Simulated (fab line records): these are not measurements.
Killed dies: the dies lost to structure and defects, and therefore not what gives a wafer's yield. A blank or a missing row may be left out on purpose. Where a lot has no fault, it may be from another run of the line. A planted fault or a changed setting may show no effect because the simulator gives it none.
Chamber matching / flow berkeley_cmos170 / 4 sister chambers for UCB170_V1_ETCH_14 on rie_diel-03
The step etches SiO2 in CHF3/CF4/Ar, stops on Al, target depth 1250 nm, time 291 s. 4 wafers are shown with their chamber, then 7 later ones without.

== WAFERS PAIRED WITH THEIR CHAMBERS ==
wafer=L692.6; chamber=2; drypump_motor_current_A (A)=5.7
wafer=L699.5; chamber=3; drypump_motor_current_A (A)=6.3
wafer=L702.2; chamber=1; drypump_motor_current_A (A)=6.4
wafer=L702.4; chamber=0; drypump_motor_current_A (A)=5.4

== WAFERS WITHOUT THEIR CHAMBER ==
wafer=L702.5; drypump_motor_current_A (A)=6.5
wafer=L706.1; drypump_motor_current_A (A)=6.4
wafer=L706.3; drypump_motor_current_A (A)=5.7
wafer=L706.6; drypump_motor_current_A (A)=5.6
wafer=L712.1; drypump_motor_current_A (A)=5.4
wafer=L712.2; drypump_motor_current_A (A)=6.4
wafer=L712.6; drypump_motor_current_A (A)=6.5

== CHAMBER TAKEN BY EACH ==
wafer=L702.5; from the rows above=can't be placed: 1 or 3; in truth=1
wafer=L706.1; from the rows above=can't be placed: 1 or 3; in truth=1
wafer=L706.3; from the rows above=2; in truth=2
wafer=L706.6; from the rows above=can't be placed: 2 or 0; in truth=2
wafer=L712.1; from the rows above=0; in truth=0
wafer=L712.2; from the rows above=can't be placed: 1 or 3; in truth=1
wafer=L712.6; from the rows above=can't be placed: 1 or 3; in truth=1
Placed correctly: 2 of 7. From these rows, 5 cannot be placed; in 5 the true chamber is one of the candidates. Wrongly placed: 0.
How it was worked out, from the rows above alone: a wafer's distance from a chamber is the root of the sum, over the readings, of the square of ((its reading less the chamber's mean) divided by the reading's scatter). If the next closest chamber is less than 2 further off than the closest, the wafer can't be placed; otherwise it belongs to the closest. Each chamber's mean is taken over the wafers shown for it. The scatter: root of mean squared gap, hidden wafer to nearest shown wafer, with one shown wafer a chamber.
